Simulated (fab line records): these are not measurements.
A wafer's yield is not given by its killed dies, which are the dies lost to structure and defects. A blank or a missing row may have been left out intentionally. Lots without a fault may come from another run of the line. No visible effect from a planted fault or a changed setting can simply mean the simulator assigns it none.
What tool caused it? -- flow ritCmos -- 7 lots, 21 wafers sampled, at 4 steps of a route of 202

WHAT EACH GAUGE READ, for each wafer
RIT_PLDD_TW_MEAS_10.
lot,measured,on,PLDD_TW
L325,day 3 02:01,filmMetro-02,2342 2351 2340
L328,day 3 17:54,filmMetro-01,2357 2361 2354
L331,day 4 08:14,filmMetro-02,2364 2357 2366
L339,day 6 01:11,filmMetro-02,30 30 30
L341,day 6 15:10,filmMetro-03,2313 2312 2325
L343,day 6 20:43,filmMetro-01,2355 2356 2366
L345,day 7 09:43,filmMetro-03,2318 2308 2325

EACH LOT AND THE TOOL THAT RAN IT (in order: tool; ch and the chambers of the sampled wafers; start)
lot,RIT_NRETRO_STRIP_09,RIT_GATE_STRIP_20,RIT_PLDD_DEVELOP_05
L325,"plasmaAsher-04 ch 0,1, day 2 12:20","plasmaAsher-04 ch 0,1, day 2 19:13","lithoTrack-02 ch 0, day 3 01:00"
L328,"plasmaAsher-02 ch 0, day 3 04:30","plasmaAsher-04 ch 0,1, day 3 11:14","lithoTrack-02 ch 0, day 3 17:00"
L331,"plasmaAsher-02 ch 0,1, day 3 18:25","plasmaAsher-03 ch 0,1, day 4 01:10","lithoTrack-02 ch 0, day 4 07:00"
L339,"plasmaAsher-01 ch 0,1, day 5 10:59","plasmaAsher-04 ch 0,1, day 5 19:06","lithoTrack-01 ch 0, day 6 00:00"
L341,"plasmaAsher-01 ch 0,1, day 5 22:51","plasmaAsher-04 ch 0,1, day 6 08:32","lithoTrack-02 ch 0, day 6 14:00"
L343,"plasmaAsher-04 ch 1, day 6 06:41","plasmaAsher-03 ch 0,1, day 6 13:39","lithoTrack-04 ch 0, day 6 20:00"
L345,"plasmaAsher-04 ch 0,1, day 6 16:41","plasmaAsher-04 ch 0,1, day 7 02:05","lithoTrack-04 ch 0, day 7 09:00"
- RIT_NRETRO_STRIP_09: strips in O2, time 180 s.
- RIT_GATE_STRIP_20: strips in O2, time 180 s.
- RIT_PLDD_DEVELOP_05: develop time 50 s.

THE ANSWER, worked out from the rows above alone
Rule: the usual values come from the lots themselves. The widest of any qualifying gaps counts: lots, ordered by their means at a reading, are off when they make up no more than a third of the lots, leave a main group of 4 or more, and stand apart from it by 3 or more times the standard deviation of that group's means. Not used: any main group whose means are identical at the precision the tables above print for the reading. Also off: a lot with no number at a reading for which 4 or more lots have one. The other lots that the step has rows for count as sound.
Off: L339, seen at RIT_PLDD_TW_MEAS_10 (PLDD_TW). The main group: mean 2343, standard deviation 19.
If a tool, at a process step before that reading, ran all the lots that are off and no sound lot after the first of them, it fits. Those tools and the gauges at RIT_PLDD_TW_MEAS_10 are tried in the same way. Can't be told from this: 2 tools fit, lithoTrack-01 at RIT_PLDD_DEVELOP_05, filmMetro-02 at RIT_PLDD_TW_MEAS_10.

WHAT THE SIMULATOR PUT IN
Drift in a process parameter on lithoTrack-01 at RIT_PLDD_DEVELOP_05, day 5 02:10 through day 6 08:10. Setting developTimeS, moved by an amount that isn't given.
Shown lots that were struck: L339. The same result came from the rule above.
